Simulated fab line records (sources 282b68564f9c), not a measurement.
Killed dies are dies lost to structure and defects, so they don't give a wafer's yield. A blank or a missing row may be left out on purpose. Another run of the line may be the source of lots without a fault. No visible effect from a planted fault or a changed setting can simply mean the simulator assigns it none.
2 desks, one fault / flow rit-cmos / every desk sees just its own numbers, and what lay behind them comes last

## METROLOGY DESK
Means of the sampled wafers that have a number, per lot and without regard to the tool the lot ran on: this is what the gauges read. A lot is out of limits, marked OUT, if its mean lies more than 4 standard deviations from the usual mean; the brackets give that distance.
Columns: A = FOX1_OXIDE_THK at RIT_FOX1_THK_MEAS_01, usual 353 nm; B = PRETRO_OVL at RIT_PRETRO_OVL_MEAS_06, usual 0.3 nm
lot=L678; first seen here=day 1 17:19; A=353; B=0.2
lot=L680; first seen here=day 2 05:27; A=345; B=0.1
lot=L681; first seen here=day 2 09:24; A=353; B=0.6
lot=L682; first seen here=day 2 15:11; A=361; B=-0.4
lot=L683; first seen here=day 2 19:54; A=354; B=1.0
lot=L685; first seen here=day 3 05:14; A=344; B=1.2
lot=L686; first seen here=day 3 09:34; A=344; B=-1.1
lot=L689; first seen here=day 4 01:22; A=352; B=1.0
lot=L690; first seen here=day 4 06:22; A=352; B=-0.4
lot=L693; first seen here=day 4 20:46; A=343; B=3.0
lot=L694; first seen here=day 5 01:40; A=352; B=0.5
lot=L695; first seen here=day 5 08:45; A=352; B=-0.3
lot=L699; first seen here=day 6 03:29; A=358; B=0.3
lot=L701; first seen here=day 6 13:30; A=353; B=1.1
This desk's verdict: no lot among the 14 shows anything out of limits.

## TOOL OWNER'S DESK, rie-si-01
The tool's own readings at RIT_GATE_ETCH_19 (etches poly-Si in SF6/CHF3/O2, stops on SiO2, time 165 s, target depth 312.5 nm): means of the sampled wafers that have a number, for each lot that ran on this tool. A lot is out of limits, marked OUT, if its mean lies more than 4 standard deviations from the usual mean; the brackets give that distance.
Columns: A = drypump-motor-current-A at RIT_GATE_ETCH_19, usual 5.5 A; B = oes-product-au at RIT_GATE_ETCH_19, usual 0.847 a.u.; C = throttle-valve-pct at RIT_GATE_ETCH_19, usual 10.15 %
lot=L681; first seen here=day 3 08:24; A=5.7; B=0.842; C=10.26
lot=L683; first seen here=day 3 17:35; A=5.6; B=0.856; C=10.05
lot=L685; first seen here=day 4 01:00; A=5.1; B=0.844; C=10.15
lot=L689; first seen here=day 5 00:44; A=5.7; B=0.851; C=10.26
lot=L693; first seen here=day 5 18:59; A=5.5; B=0.831; C=10.08
lot=L695; first seen here=day 6 08:26; A=5.4; B=0.839; C=10.22
lot=L699; first seen here=day 7 01:58; A=5.4; B=0.953 (+7.6) OUT; C=10.21
lot=L701; first seen here=day 7 13:50; A=5.6; B=0.961 (+8.2) OUT; C=10.06
This desk's verdict: out of limits on L699, L701, starting with L699 at day 7 01:58 (oes-product-au at RIT_GATE_ETCH_19). Within limits: L681, L683, L685, L689, L693, L695.

## PUT TOGETHER
The tool owner's desk had the chance to raise an alarm at day 7 01:58 on L699, L701.
From the metrology desk's view, nothing was out of limits.
The metrology desk holds a record of L699, L701, inside its limits.
RIT_GATE_ETCH_19 was run on rie-si-01 by each of the lots named.

## WHAT HAD BEEN PUT IN BY THE SIMULATOR
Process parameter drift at RIT_GATE_ETCH_19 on rie-si-01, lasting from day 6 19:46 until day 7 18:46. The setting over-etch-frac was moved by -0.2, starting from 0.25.
Lots struck among those shown: L699, L701.
Each desk's first reading out of limits, in hours after the fault started: the tool owner's desk, 6.
